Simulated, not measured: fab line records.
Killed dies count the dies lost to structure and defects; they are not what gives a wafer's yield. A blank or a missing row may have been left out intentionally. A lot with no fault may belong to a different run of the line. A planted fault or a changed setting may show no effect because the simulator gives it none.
fab line records ; flow rit_cmos
record lots=5; wafers=15; last_day=7
route steps=202 shown ACTIVE@1 M1@202
lots untouched by any fault: they come from a run of this same line in which no faults occurred
start_h: start of the lot's first displayed wafer, in hours after the record's first day ; wait_h: hours from the lot's prior step to this one ; " as in the row above ; L1.1+2: one row covering several wafers at once ; - no value, or no start was given ; * or withheld: withheld ; < > ~ a bound
route shown NAME@n: a module of which the file shows steps, and the number in the route of the first ; usual: mean and standard deviation over wafers with no fault ; same: alike in all rows ; chamber/n: place in a boat ; sites: the reading at each site ; _std_site: standard deviation across them ; _edge_site: inner sites' mean taken away from outer sites' mean ; radius_mm: how far each site lies from the wafer's centre ; mask NAME#n: copy n ; behind: tool/chamber where the wafer was last shaped ; hold: cause of the lot's hold/its duration in hours/its outcome ; device: which transistor (n, p or np) failed to switch ; end of line: tests run on the same wafers once the route is complete ; a step given without rows: its recipe and nothing more ; killed: count of dies lost to structure and defects at first sort (not the wafer's yield) ; map: shows each die of a wafer: x if killed, . if not, _ if none is there
set.NAME: the setting that was run; set.NAME@STEP: the one run at that earlier step ; model.NAME: the simulator's own value behind a step, which no gauge read
lots at some steps of the route; a table a step, a row a wafer
services: when a tool's chamber went out of use (start_h, in hours from the record's first day, below 0 if earlier), for how many hours, and the reason
## steps
# step RIT_ACTIVE_BOW_MEAS_00
# recipe mode=bow
# usual INCOMING_BOW=0/6.7
lot.wafer;tool;chamber;start_h;wait_h;INCOMING_BOW[um]
L148.4;film_metro-02;-;25.06;-;-9
L148.5;film_metro-02;-;25.06;-;-5
L148.6;film_metro-02;-;25.06;-;3
L154.1;film_metro-04;-;55.00;-;10
L154.2;film_metro-04;-;55.00;-;-5
L154.6;film_metro-04;-;55.00;-;4
L157.2;film_metro-03;-;70.02;-;-6
L157.3;film_metro-03;-;70.02;-;11
L157.4;film_metro-03;-;70.02;-;3
L161.2;film_metro-03;-;90.02;-;-6
L161.4;film_metro-03;-;90.02;-;-5
L161.6;film_metro-03;-;90.02;-;-10
L167.1;film_metro-04;-;120.00;-;2
L167.2;film_metro-04;-;120.00;-;1
L167.6;film_metro-04;-;120.00;-;-6
# step RIT_ACTIVE_OXIDATION_01
# recipe temp_c=1000; ambient=O2; target_thk_a=468; ox_time_s=3360
# step RIT_ACTIVE_THK_MEAS_02
# recipe reads=SiO2_of_ACTIVE_OXIDATION_01
# usual ACTIVE_OXIDE_THK=46.6/0.81
lot.wafer;tool;chamber;start_h;wait_h;ACTIVE_OXIDE_THK[nm]
L148.4;film_metro-03;-;27.08;0.0;46.4
L148.5;film_metro-03;-;27.08;0.0;46.5
L148.6;film_metro-03;-;27.08;0.0;46.9
L154.1;film_metro-03;-;57.40;0.0;47.1
L154.2;film_metro-03;-;57.40;0.0;46.3
L154.6;film_metro-03;-;57.40;0.0;46.7
L157.2;film_metro-04;-;73.15;0.0;45.8
L157.3;film_metro-04;-;73.15;0.0;45.0
L157.4;film_metro-04;-;73.15;0.0;46.2
L161.2;film_metro-03;-;92.06;0.0;46.7
L161.4;film_metro-03;-;92.06;0.0;47.5
L161.6;film_metro-03;-;92.06;0.0;47.6
L167.1;film_metro-03;-;122.05;0.0;48.0
L167.2;film_metro-03;-;122.05;0.0;47.8
L167.6;film_metro-03;-;122.05;0.0;48.3
# step RIT_ACTIVE_CVD_03
# recipe material=Si3N4; target_thk_nm=150; temp_c=810; precursor=SiH2Cl2/NH3; time_s=1500; pressure_mtorr=300; sih2cl2_flow_sccm=60; nh3_flow_sccm=150
# step RIT_ACTIVE_THK_MEAS_04
# recipe reads=Si3N4_of_ACTIVE_CVD_03
# usual ACTIVE_NITRIDE_THK=151.0/1.2
lot.wafer;tool;chamber;start_h;wait_h;ACTIVE_NITRIDE_THK[nm]
L148.4;film_metro-04;-;28.56;0.0;151.1
L148.5;film_metro-04;-;28.56;0.0;151.0
L148.6;film_metro-04;-;28.56;0.0;152.1
L154.1;film_metro-03;-;58.88;0.0;151.9
L154.2;film_metro-03;-;58.88;0.0;152.9
L154.6;film_metro-03;-;58.88;0.0;152.2
L157.2;film_metro-02;-;75.33;0.0;150.7
L157.3;film_metro-02;-;75.33;0.0;150.6
L157.4;film_metro-02;-;75.33;0.0;152.7
L161.2;film_metro-04;-;95.61;0.0;151.9
L161.4;film_metro-04;-;95.61;0.0;150.5
L161.6;film_metro-04;-;95.61;0.0;150.9
L167.1;film_metro-04;-;123.53;0.0;150.9
L167.2;film_metro-04;-;123.53;0.0;150.4
L167.6;film_metro-04;-;123.53;0.0;150.1
# step RIT_ACTIVE_HMDS_05
# recipe prime_time_s=60; prime_temp_c=140
# step RIT_ACTIVE_COAT_06
# recipe resist=NOVOLAK; spin_rpm=3250; resist_thk_nm=1000
# step RIT_ACTIVE_SOFTBAKE_07
# recipe resist=NOVOLAK; temp_c=90; time_s=60
# step RIT_ACTIVE_EXPOSE_08
# recipe mask_id=M1; na=0.6; source_shape=conventional; sigma_outer=0.6; target_cd_nm=1400; dose_mj=225
# usual exposure_dose_mJ_cm2=225.02/0.23
lot.wafer;tool;chamber;start_h;wait_h;mask;exposure_dose_mJ_cm2
L148.4;iline_stepper-01;0;29.22;0.2;M1#0;224.70
L148.5;iline_stepper-01;0;29.22;0.2;M1#0;224.75
L148.6;iline_stepper-01;0;29.22;0.2;M1#0;224.94
L154.1;iline_stepper-02;0;59.51;0.2;M1#0;225.16
L154.2;iline_stepper-02;0;59.51;0.2;M1#0;225.22
L154.6;iline_stepper-02;0;59.51;0.2;M1#0;225.11
L157.2;iline_stepper-01;0;75.85;0.1;M1#0;224.89
L157.3;iline_stepper-01;0;75.85;0.1;M1#0;225.02
L157.4;iline_stepper-01;0;75.85;0.1;M1#0;224.87
L161.2;iline_stepper-01;0;96.26;0.2;M1#0;218.02
L161.4;iline_stepper-01;0;96.26;0.2;M1#0;217.71
L161.6;iline_stepper-01;0;96.26;0.2;M1#0;217.90
L167.1;iline_stepper-02;0;124.04;0.1;M1#0;225.04
L167.2;iline_stepper-02;0;124.04;0.1;M1#0;224.79
L167.6;iline_stepper-02;0;124.04;0.1;M1#0;225.01
# step RIT_ACTIVE_PEB_09
# recipe resist=NOVOLAK; temp_c=withheld; time_s=withheld
# step RIT_ACTIVE_DEVELOP_10
# recipe resist=NOVOLAK; develop_time_s=50; dev_temp_c=23
# step RIT_ACTIVE_CD_MEAS_11
# recipe target_cd_nm=1400
# usual cd_nm=1399.7/2.3
lot.wafer;tool;chamber;start_h;wait_h;cd_nm
L148.4;cd_sem-02;-;29.62;-;1397.1
L148.5;cd_sem-02;-;29.62;-;1399.5
L148.6;cd_sem-02;-;29.62;-;1397.1
L154.1;cd_sem-02;-;59.91;-;1402.2
L154.2;cd_sem-02;-;59.91;-;1402.7
L154.6;cd_sem-02;-;59.91;-;1403.1
L157.2;cd_sem-02;-;76.25;-;1398.8
L157.3;cd_sem-02;-;76.25;-;1399.4
L157.4;cd_sem-02;-;76.25;-;1398.0
L161.2;cd_sem-01;-;96.66;-;1379.0
L161.4;cd_sem-01;-;96.66;-;1355.1
L161.6;cd_sem-01;-;96.66;-;1332.6
L167.1;cd_sem-02;-;124.44;-;1401.6
L167.2;cd_sem-02;-;124.44;-;1400.4
L167.6;cd_sem-02;-;124.44;-;1399.1
# step RIT_ACTIVE_HARDBAKE_12
# recipe resist=NOVOLAK; temp_c=140; time_s=60
# step RIT_ACTIVE_ETCH_13
# recipe stop_on=SiO2; chemistry=SF6; target=Si3N4; time_s=210; over_etch_frac=0.4; SF6_flow_sccm=200; pressure_mtorr=260; rf_w=125; target_depth_a=2100
# usual drypump_motor_current_A=6.0/0.3; oes_product_au=0.823/0.01; throttle_valve_pct=7.47/0.12
lot.wafer;tool;chamber;start_h;wait_h;drypump_motor_current_A;oes_product_au;rf_hours_counter_h;throttle_valve_pct;model.ACTIVE.cd_nm
L148.4;rie_diel-03;3;29.83;0.1;5.8;0.821;37;7.37;1397
L148.5;rie_diel-03;3;29.83;0.1;5.8;0.814;-;7.37;1400
L148.6;rie_diel-03;2;29.83;0.1;5.8;0.823;-;7.40;1397
L154.1;rie_diel-01;2;60.18;0.1;6.3;0.840;110;7.36;1402
L154.2;rie_diel-01;3;60.18;0.1;6.0;0.831;151;7.28;1403
L154.6;rie_diel-01;1;60.18;0.1;5.5;0.815;-;7.54;1403
L157.2;rie_diel-02;2;76.50;0.1;6.0;0.818;70;7.47;1398
L157.3;rie_diel-02;0;76.50;0.1;6.5;0.834;60;7.53;1400
L157.4;rie_diel-02;3;76.50;0.1;5.9;0.838;70;7.51;1398
L161.2;rie_diel-02;3;96.91;0.1;5.9;0.828;71;7.50;1379
L161.4;rie_diel-02;1;96.91;0.1;6.8;0.836;1;7.70;1355
L161.6;rie_diel-02;2;96.91;0.1;6.0;0.815;-;7.47;1333
L167.1;rie_diel-01;2;124.71;0.1;6.3;0.823;111;7.36;1402
L167.2;rie_diel-01;0;124.71;0.1;5.8;0.820;63;7.68;1400
L167.6;rie_diel-01;3;124.71;0.1;6.0;0.824;-;7.29;1399
# step RIT_ACTIVE_STRIP_14
# recipe chemistry=O2; time_s=180; resist=NOVOLAK; platen_temp_c=withheld; power_w=500; pressure_mtorr=4000; o2_flow_sccm=4000
# usual drypump_motor_current_A=5.9/0.49
lot.wafer;tool;chamber;start_h;wait_h;drypump_motor_current_A;rf_hours_counter_h
L148.4;plasma_asher-01;0;30.03;0.1;5.3;-
L148.5;plasma_asher-01;0;30.03;0.1;5.3;-
L148.6;plasma_asher-01;1;30.03;0.1;6.3;-
L154.1;plasma_asher-01;1;60.32;0.1;6.3;40
L154.2;plasma_asher-01;0;60.32;0.1;5.3;40
L154.6;plasma_asher-01;1;60.32;0.1;6.3;-
L157.2;plasma_asher-02;0;76.63;0.1;5.5;41
L157.3;plasma_asher-02;1;76.63;0.1;5.7;-
L157.4;plasma_asher-02;0;76.63;0.1;5.5;-
L161.2;plasma_asher-02;0;97.04;0.1;5.4;43
L161.4;plasma_asher-02;0;97.04;0.1;5.5;-
L161.6;plasma_asher-02;0;97.04;0.1;5.5;-
L167.1;plasma_asher-02;0;124.84;0.1;5.5;1
L167.2;plasma_asher-02;1;124.84;0.1;5.7;1
L167.6;plasma_asher-02;1;124.84;0.1;5.7;-
# step RIT_M1_PROBE_99
# usual killed_at_contacts=0.1/0.24; killed_at_front_end=7/3.1; killed_dies=7/3.1; killed_open=3.3/2; killed_short=3.4/2.1
# same gross_dies=264; killed_at_M0_to_M3=0; killed_at_M4_up=0; killed_at_back_side=0; killed_at_other=0
lot.wafer;tool;chamber;start_h;wait_h;killed_at_contacts;killed_at_front_end;killed_dies;killed_open;killed_short;model.etest.nplus_sal.width_nm;model.etest.pplus_sal.width_nm;model.etest.pldd.width_nm;model.etest.nldd.width_nm;model.etest.nmos_narrow.drive_ua_um
L148.4;prober-02;-;74.19;0.2;0;9;9;4;5;3473;3477;3191;3210;231.5
L148.5;prober-02;-;74.24;0.2;0;11;11;5;6;3477;3473;3214;3207;227.6
L148.6;prober-02;-;74.29;0.2;0;4;4;2;2;3472;3462;3184;3202;229.1
L154.1;prober-01;-;105.47;0.1;0;10;10;6;4;3438;3435;3150;3142;206
L154.2;prober-01;-;105.52;0.1;0;10;10;5;5;3426;3440;3160;3161;211.8
L154.6;prober-01;-;105.72;0.2;1;8;9;4;5;3442;3434;3156;3166;211.8
L157.2;prober-02;-;119.21;0.1;0;5;5;3;2;3428;3442;3161;3167;228.2
L157.3;prober-02;-;119.26;0.2;0;6;6;3;3;3431;3449;3191;3188;239.5
L157.4;prober-02;-;119.31;0.2;0;6;6;4;2;3424;3443;3168;3179;228.3
L161.2;prober-02;-;138.65;0.1;0;2;2;1;1;3432;3406;3154;3138;227.3
L161.4;prober-02;-;138.75;0.2;0;1;1;1;0;3400;3383;3123;3096;215.8
L161.6;prober-02;-;138.85;0.2;0;4;4;1;3;3365;3359;3092;3093;212.3
L167.1;prober-02;-;170.38;0.1;0;5;5;0;5;3437;3454;3170;3170;221.1
L167.2;prober-02;-;170.43;0.1;0;1;1;0;1;3446;3441;3137;3159;226.8
L167.6;prober-02;-;170.63;0.2;0;8;8;4;4;3451;3448;3160;3160;224
# killed by level:class
L148.4 FOX1:geometric_particle:short=2 GATE:geometric_particle:short=2 FOX1:geometric_particle:open=1 FOX2:geometric_particle:open=1 GATE:geometric_particle:open=1 REOX:geometric_particle:short=1 SPACER:geometric_particle:open=1
L148.5 REOX:geometric_particle:short=2 FOX1:geometric_particle:short=1 FOX1:geometric_particle:open=1 FOX2:geometric_particle:short=1 FOX2:geometric_particle:open=1 GATE:geometric_particle:open=1 REOX:geometric_particle:open=1 SPACER:geometric_particle:short=1
L148.6 FOX1:geometric_particle:short=1 GATE:geometric_particle:open=1 GATE:geometric_particle:short=1 REOX:geometric_particle:open=1
L154.1 GATE:geometric_particle:open=3 SILICIDE:geometric_particle:open=3 FOX1:geometric_particle:short=2 GATE:geometric_particle:short=1 SILICIDE:geometric_particle:short=1
L154.2 GATE:geometric_particle:open=2 REOX:geometric_particle:short=2 FOX1:geometric_particle:open=1 FOX1:geometric_particle:short=1 FOX2:geometric_particle:open=1 GATE:geometric_particle:short=1 REOX:geometric_particle:open=1 SILICIDE:geometric_particle:short=1
L154.6 GATE:geometric_particle:short=3 GATE:geometric_particle:open=2 FOX1:geometric_particle:open=1 SILICIDE:geometric_particle:open=1 SILICIDE:geometric_particle:short=1 CONTACT:geometric_particle:short=1
L157.2 GATE:geometric_particle:open=2 GATE:geometric_particle:short=1 SILICIDE:geometric_particle:open=1 STARTING-WAFER:geometric_particle:short=1
L157.3 GATE:geometric_particle:open=3 FOX1:geometric_particle:short=1 FOX2:geometric_particle:short=1 SPACER:geometric_particle:short=1
L157.4 GATE:geometric_particle:short=2 GATE:geometric_particle:open=2 SPACER:geometric_particle:open=2
L161.2 GATE:geometric_particle:short=1 GATE:geometric_particle:open=1
L161.4 SPACER:geometric_particle:open=1
L161.6 GATE:geometric_particle:short=3 GATE:geometric_particle:open=1
L167.1 GATE:geometric_particle:short=2 FOX1:geometric_particle:short=1 FOX2:geometric_particle:short=1 SILICIDE:geometric_particle:short=1
L167.2 SPACER:geometric_particle:short=1
L167.6 GATE:geometric_particle:short=3 GATE:geometric_particle:open=2 SPACER:geometric_particle:open=1 SPACER:geometric_particle:short=1 SILICIDE:geometric_particle:open=1
## services
tool;chamber;start_h;hours;kind
iline_stepper-02;-;9.02;10.7;repair
rie_diel-01;-;13.56;2.8;pm
iline_stepper-01;-;19.76;1.7;pm
rie_diel-02;1;31.86;13.1;repair
rie_diel-03;1;33.75;4.2;repair
rie_diel-03;1;37.95;-;clean
rie_diel-03;1;37.95;21.7;scheduled_down
rie_diel-03;1;37.95;21.7;vent_cycle
rie_diel-02;1;45.10;-;clean
rie_diel-02;1;45.10;23.2;scheduled_down
rie_diel-02;1;45.10;23.2;vent_cycle
rie_diel-03;-;67.91;0.5;repair
iline_stepper-02;-;81.00;2.1;pm
iline_stepper-02;-;83.08;-;consumable_replace:lamp
rie_diel-02;-;106.17;14.6;pm
plasma_asher-02;-;108.75;9.0;pm
plasma_asher-02;0;108.75;9.0;vent_cycle
plasma_asher-02;1;108.75;9.0;vent_cycle
plasma_asher-02;0;117.75;-;clean
plasma_asher-02;1;117.75;-;clean
rie_diel-01;-;118.35;1.0;repair
## key
first_sign step=RIT_ACTIVE_EXPOSE_08; reading=exposure_dose_mJ_cm2; direction=down; sigmas=31; usual=225.02; struck=217.87
effect step=RIT_ACTIVE_CD_MEAS_11; reading=cd_nm; direction=down; sigmas=19; usual=1399.7; struck=1355.6; through=control_loop
model_effect step=RIT_ACTIVE_ETCH_13; value=ACTIVE.cd_nm; without=1402; struck=1356
model_effect step=RIT_M1_PROBE_99; value=etest.nplus_sal.width_nm; without=3445; struck=3399
met_at RIT_ACTIVE_EXPOSE_08
struck_wafers L161.2,L161.4,L161.6
tester_left_out L161
loop_trim step=RIT_ACTIVE_EXPOSE_08; setting=dose; lots=L161
onset_between 75.85 96.26
fault kind=process_parameter_drift; tool=iline_stepper-01; chamber=-; onset_h=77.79; steps=RIT_ACTIVE_EXPOSE_08; channel=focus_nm; offset=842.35; spread_by_wafer=0.3; shape=step; end_h=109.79
# tester_left_out: of these lots the tester's yield and bins aren't shown, on N5 and GAA mostly nor the transistor test; their killed dies are dies lost to structure and defects alone, not to doping, threshold or leakage, so they don't give the yield
# loop_trim: a control loop set the setting to another value than it would have without faults
